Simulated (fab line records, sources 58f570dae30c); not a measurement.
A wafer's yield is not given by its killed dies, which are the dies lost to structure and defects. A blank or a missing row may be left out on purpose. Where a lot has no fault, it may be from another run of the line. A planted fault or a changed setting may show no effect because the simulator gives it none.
What tool caused it? || flow berkeleyCmos170 || 14 lots, 42 wafers sampled, at 5 steps of a route of 331

== WHAT EACH GAUGE READ, for each wafer ==
UCB170_ACTIVE_THK_MEAS_06. Usual: ACTIVE_NITRIDE_THK gives 220.1 nm (standard deviation 1.8).
{"lot": "L235", "measured": "day 3 21:31", "on": "filmMetro-04", "ACTIVE_NITRIDE_THK (nm)": "217.9 219.5 218.4", "flag": ""}
{"lot": "L236", "measured": "day 4 02:25", "on": "filmMetro-03", "ACTIVE_NITRIDE_THK (nm)": "221.4 219.1 220.7", "flag": ""}
{"lot": "L237", "measured": "day 4 21:15", "on": "filmMetro-01", "ACTIVE_NITRIDE_THK (nm)": "219.4 220.6 222.7", "flag": ""}
{"lot": "L238", "measured": "day 5 00:07", "on": "filmMetro-04", "ACTIVE_NITRIDE_THK (nm)": "221.1 223.3 223.4", "flag": ""}
{"lot": "L240", "measured": "day 5 05:59", "on": "filmMetro-01", "ACTIVE_NITRIDE_THK (nm)": "219.0 219.3 217.0", "flag": ""}
{"lot": "L241", "measured": "day 5 11:49", "on": "filmMetro-01", "ACTIVE_NITRIDE_THK (nm)": "220.0 218.0 218.1", "flag": ""}
{"lot": "L245", "measured": "day 6 06:13", "on": "filmMetro-03", "ACTIVE_NITRIDE_THK (nm)": "220.5 220.3 220.0", "flag": ""}
{"lot": "L249", "measured": "day 7 02:38", "on": "filmMetro-01", "ACTIVE_NITRIDE_THK (nm)": "439.4 436.3 439.8", "flag": "OFF"}
{"lot": "L250", "measured": "day 7 08:28", "on": "filmMetro-03", "ACTIVE_NITRIDE_THK (nm)": "438.4 439.0 438.3", "flag": "OFF"}
{"lot": "L253", "measured": "day 7 18:20", "on": "filmMetro-03", "ACTIVE_NITRIDE_THK (nm)": "222.0 224.4 222.0", "flag": ""}
{"lot": "L255", "measured": "day 8 07:31", "on": "filmMetro-03", "ACTIVE_NITRIDE_THK (nm)": "220.3 223.8 223.1", "flag": ""}
{"lot": "L256", "measured": "day 8 18:42", "on": "filmMetro-01", "ACTIVE_NITRIDE_THK (nm)": "217.2 217.7 216.7", "flag": ""}
{"lot": "L257", "measured": "day 9 03:37", "on": "filmMetro-03", "ACTIVE_NITRIDE_THK (nm)": "221.9 220.0 222.2", "flag": ""}
{"lot": "L258", "measured": "day 9 10:30", "on": "filmMetro-03", "ACTIVE_NITRIDE_THK (nm)": "221.2 220.7 221.8", "flag": ""}

UCB170_NVT_OVL_MEAS_06. Usual: NVT_OVL gives 2 nm (standard deviation 4.9).
{"lot": "L235", "measured": "day 5 04:01", "on": "overlay-01", "NVT_OVL (nm)": "6 2 6", "flag": ""}
{"lot": "L236", "measured": "day 5 11:41", "on": "overlay-02", "NVT_OVL (nm)": "-3 -2 -4", "flag": ""}
{"lot": "L237", "measured": "day 6 01:17", "on": "overlay-01", "NVT_OVL (nm)": "8 1 15", "flag": ""}
{"lot": "L238", "measured": "day 6 01:16", "on": "overlay-02", "NVT_OVL (nm)": "3 6 -1", "flag": ""}
{"lot": "L240", "measured": "day 6 12:07", "on": "overlay-02", "NVT_OVL (nm)": "1 0 7", "flag": ""}
{"lot": "L241", "measured": "day 6 21:08", "on": "overlay-02", "NVT_OVL (nm)": "6 2 4", "flag": ""}
{"lot": "L245", "measured": "day 7 17:23", "on": "overlay-01", "NVT_OVL (nm)": "2 5 -4", "flag": ""}
{"lot": "L249", "measured": "day 8 09:01", "on": "overlay-01", "NVT_OVL (nm)": -3, "flag": ""}
{"lot": "L253", "measured": "day 9 04:22", "on": "overlay-01", "NVT_OVL (nm)": "-5 0 8", "flag": ""}
{"lot": "L255", "measured": "day 10 02:50", "on": "overlay-01", "NVT_OVL (nm)": "-4 -6 1", "flag": ""}
{"lot": "L256", "measured": "day 10 06:49", "on": "overlay-02", "NVT_OVL (nm)": "0 1 7", "flag": ""}
{"lot": "L257", "measured": "day 10 06:32", "on": "overlay-01", "NVT_OVL (nm)": "-6 -2 -3", "flag": ""}
{"lot": "L258", "measured": "day 10 21:27", "on": "overlay-02", "NVT_OVL (nm)": "3 6 0", "flag": ""}

UCB170_FIELD_THK_MEAS_91. Usual: FIELD_OXIDE_LEFT_2_THK gives 353 nm (standard deviation 9.4).
{"lot": "L235", "measured": "day 5 05:58", "on": "filmMetro-04", "FIELD_OXIDE_LEFT_2_THK (nm)": "352 353 352", "flag": ""}
{"lot": "L236", "measured": "day 5 13:43", "on": "filmMetro-04", "FIELD_OXIDE_LEFT_2_THK (nm)": "374 366 356", "flag": ""}
{"lot": "L237", "measured": "day 6 03:47", "on": "filmMetro-01", "FIELD_OXIDE_LEFT_2_THK (nm)": "350 367 354", "flag": ""}
{"lot": "L238", "measured": "day 6 03:46", "on": "filmMetro-02", "FIELD_OXIDE_LEFT_2_THK (nm)": "342 341 352", "flag": ""}
{"lot": "L240", "measured": "day 6 13:56", "on": "filmMetro-04", "FIELD_OXIDE_LEFT_2_THK (nm)": "358 350 348", "flag": ""}
{"lot": "L241", "measured": "day 6 23:08", "on": "filmMetro-04", "FIELD_OXIDE_LEFT_2_THK (nm)": "350 350 348", "flag": ""}
{"lot": "L245", "measured": "day 7 19:10", "on": "filmMetro-04", "FIELD_OXIDE_LEFT_2_THK (nm)": "348 351 338", "flag": ""}
{"lot": "L249", "measured": "day 8 13:30", "on": "filmMetro-02", "FIELD_OXIDE_LEFT_2_THK (nm)": 342, "flag": ""}
{"lot": "L253", "measured": "day 9 06:19", "on": "filmMetro-02", "FIELD_OXIDE_LEFT_2_THK (nm)": "358 346 350", "flag": ""}
{"lot": "L255", "measured": "day 10 08:52", "on": "filmMetro-01", "FIELD_OXIDE_LEFT_2_THK (nm)": "380 364 361", "flag": ""}
{"lot": "L256", "measured": "day 10 10:50", "on": "filmMetro-04", "FIELD_OXIDE_LEFT_2_THK (nm)": "375 364 367", "flag": ""}
{"lot": "L257", "measured": "day 10 11:02", "on": "filmMetro-01", "FIELD_OXIDE_LEFT_2_THK (nm)": "343 352 353", "flag": ""}
{"lot": "L258", "measured": "day 11 00:33", "on": "filmMetro-02", "FIELD_OXIDE_LEFT_2_THK (nm)": "362 362 368", "flag": ""}

== WHICH TOOL RAN EACH LOT (tool, then ch and the chambers of the sampled wafers, then the start) ==
{"lot": "L235", "UCB170_ACTIVE_CVD_05": "lpcvd-02 ch 1, day 3 18:34", "UCB170_ACTIVE_ETCH_15": "rieDiel-03 ch 1,2, day 3 22:34"}
{"lot": "L236", "UCB170_ACTIVE_CVD_05": "lpcvd-01 ch 0, day 4 00:29", "UCB170_ACTIVE_ETCH_15": "rieDiel-04 ch 0,3, day 4 03:28"}
{"lot": "L237", "UCB170_ACTIVE_CVD_05": "lpcvd-02 ch 1, day 4 18:22", "UCB170_ACTIVE_ETCH_15": "rieDiel-01 ch 0,1,3, day 4 22:31"}
{"lot": "L238", "UCB170_ACTIVE_CVD_05": "lpcvd-02 ch 1, day 4 21:14", "UCB170_ACTIVE_ETCH_15": "rieDiel-04 ch 1,3, day 5 01:13"}
{"lot": "L240", "UCB170_ACTIVE_CVD_05": "lpcvd-01 ch 0, day 5 04:04", "UCB170_ACTIVE_ETCH_15": "rieDiel-01 ch 1,2,3, day 5 07:10"}
{"lot": "L241", "UCB170_ACTIVE_CVD_05": "lpcvd-02 ch 0, day 5 08:56", "UCB170_ACTIVE_ETCH_15": "rieDiel-01 ch 0,3, day 5 13:20"}
{"lot": "L245", "UCB170_ACTIVE_CVD_05": "lpcvd-02 ch 0, day 6 04:18", "UCB170_ACTIVE_ETCH_15": "rieDiel-04 ch 0,1,3, day 6 07:31"}
{"lot": "L249", "UCB170_ACTIVE_CVD_05": "lpcvd-01 ch 1, day 6 21:57 and lpcvd-02 ch 1, day 7 00:43", "UCB170_ACTIVE_ETCH_15": "rieDiel-04 ch 0,2,3, day 7 03:50"}
{"lot": "L250", "UCB170_ACTIVE_CVD_05": "lpcvd-01 ch 0, day 7 04:05 and lpcvd-02 ch 0, day 7 06:33", "UCB170_ACTIVE_ETCH_15": "rieDiel-04 ch 0,1,3, day 7 09:34"}
{"lot": "L253", "UCB170_ACTIVE_CVD_05": "lpcvd-02 ch 0, day 7 16:23", "UCB170_ACTIVE_ETCH_15": "rieDiel-03 ch 2,3, day 7 19:37"}
{"lot": "L255", "UCB170_ACTIVE_CVD_05": "lpcvd-01 ch 0, day 8 05:37", "UCB170_ACTIVE_ETCH_15": "rieDiel-03 ch 1,2,3, day 8 09:16"}
{"lot": "L256", "UCB170_ACTIVE_CVD_05": "lpcvd-02 ch 0, day 8 15:50", "UCB170_ACTIVE_ETCH_15": "rieDiel-04 ch 0,1,3, day 8 19:53"}
{"lot": "L257", "UCB170_ACTIVE_CVD_05": "lpcvd-02 ch 0, day 9 01:41", "UCB170_ACTIVE_ETCH_15": "rieDiel-04 ch 0,2, day 9 04:46"}
{"lot": "L258", "UCB170_ACTIVE_CVD_05": "lpcvd-02 ch 0, day 9 08:35", "UCB170_ACTIVE_ETCH_15": "rieDiel-01 ch 0,2, day 9 11:34"}
- UCB170_ACTIVE_CVD_05: deposits Si3N4 from SiH2Cl2/NH3, target thk 220 nm, time 3300 s.
- UCB170_ACTIVE_ETCH_15: etches Si3N4 in CH3F/Ar/O2, stops on SiO2, target depth 242 nm, time 151 s.

== AS READ BY THE TOOLS THEMSELVES (means over the sampled wafers that have a number; for cases with no such wafer, the mark the record gives instead) ==
UCB170_ACTIVE_ETCH_15. Usual: drypumpMotorCurrentA 5.7 A, standard deviation 0.48; oesProductAu 0.936 a.u., standard deviation 0.015; rfFwdPowerW 448.3 W, standard deviation 1.6; throttleValvePct 8.09 %, standard deviation 0.16.
{"lot": "L235", "tool": "rieDiel-03", "drypumpMotorCurrentA (A)": 5.4, "oesProductAu (a.u.)": 0.932, "rfFwdPowerW (W)": 450.1, "throttleValvePct (%)": 8.11, "flag": ""}
{"lot": "L236", "tool": "rieDiel-04", "drypumpMotorCurrentA (A)": 5.6, "oesProductAu (a.u.)": 0.933, "rfFwdPowerW (W)": 447.7, "throttleValvePct (%)": 8.09, "flag": ""}
{"lot": "L237", "tool": "rieDiel-01", "drypumpMotorCurrentA (A)": 6.1, "oesProductAu (a.u.)": 0.949, "rfFwdPowerW (W)": 449.1, "throttleValvePct (%)": 8.01, "flag": ""}
{"lot": "L238", "tool": "rieDiel-04", "drypumpMotorCurrentA (A)": 5.7, "oesProductAu (a.u.)": 0.932, "rfFwdPowerW (W)": 449.4, "throttleValvePct (%)": 8.22, "flag": ""}
{"lot": "L240", "tool": "rieDiel-01", "drypumpMotorCurrentA (A)": 5.7, "oesProductAu (a.u.)": 0.951, "rfFwdPowerW (W)": 447.7, "throttleValvePct (%)": 8.14, "flag": ""}
{"lot": "L241", "tool": "rieDiel-01", "drypumpMotorCurrentA (A)": 6.6, "oesProductAu (a.u.)": 0.930, "rfFwdPowerW (W)": 448.2, "throttleValvePct (%)": 8.16, "flag": ""}
{"lot": "L245", "tool": "rieDiel-04", "drypumpMotorCurrentA (A)": 5.7, "oesProductAu (a.u.)": 0.932, "rfFwdPowerW (W)": 447.3, "throttleValvePct (%)": 8.14, "flag": ""}
{"lot": "L249", "tool": "rieDiel-04", "drypumpMotorCurrentA (A)": 5.7, "oesProductAu (a.u.)": 0.991, "rfFwdPowerW (W)": 448.2, "throttleValvePct (%)": 8.14, "flag": "OFF"}
{"lot": "L250", "tool": "rieDiel-04", "drypumpMotorCurrentA (A)": 5.7, "oesProductAu (a.u.)": 0.973, "rfFwdPowerW (W)": 448.2, "throttleValvePct (%)": 8.16, "flag": ""}
{"lot": "L253", "tool": "rieDiel-03", "drypumpMotorCurrentA (A)": 5.5, "oesProductAu (a.u.)": 0.953, "rfFwdPowerW (W)": 447.2, "throttleValvePct (%)": 8.14, "flag": ""}
{"lot": "L255", "tool": "rieDiel-03", "drypumpMotorCurrentA (A)": 5.6, "oesProductAu (a.u.)": 0.947, "rfFwdPowerW (W)": 448.2, "throttleValvePct (%)": 8.07, "flag": ""}
{"lot": "L256", "tool": "rieDiel-04", "drypumpMotorCurrentA (A)": 5.7, "oesProductAu (a.u.)": 0.921, "rfFwdPowerW (W)": 449.2, "throttleValvePct (%)": 8.15, "flag": ""}
{"lot": "L257", "tool": "rieDiel-04", "drypumpMotorCurrentA (A)": 5.7, "oesProductAu (a.u.)": 0.933, "rfFwdPowerW (W)": 449.4, "throttleValvePct (%)": 8.12, "flag": ""}
{"lot": "L258", "tool": "rieDiel-01", "drypumpMotorCurrentA (A)": 6.1, "oesProductAu (a.u.)": 0.937, "rfFwdPowerW (W)": 446.6, "throttleValvePct (%)": 8.11, "flag": ""}

== THE ANSWER, worked out from the rows above alone ==
Rule: a lot is off if the mean of its wafers that have a number lies more than 3 standard deviations from the usual mean. A lot without any number at a reading at which 4 lots or more have one is off too. All remaining lots with rows at the step are treated as sound. First the gauges in route order, then the tools' own readings, where a lot's mean is used as printed above. At the first step where some lot is off, the reading lying furthest off is the one used; lots without a number count as furthest.
Off: L249, L250, seen at UCB170_ACTIVE_THK_MEAS_06 (ACTIVE_NITRIDE_THK).
If a tool, at a process step before that reading, ran all the lots that are off and no sound lot after the first of them, it fits. Gauges at UCB170_ACTIVE_THK_MEAS_06: tried the same way as those tools. Not one of the candidates tried fits.

== WHAT THE SIMULATOR PUT IN ==
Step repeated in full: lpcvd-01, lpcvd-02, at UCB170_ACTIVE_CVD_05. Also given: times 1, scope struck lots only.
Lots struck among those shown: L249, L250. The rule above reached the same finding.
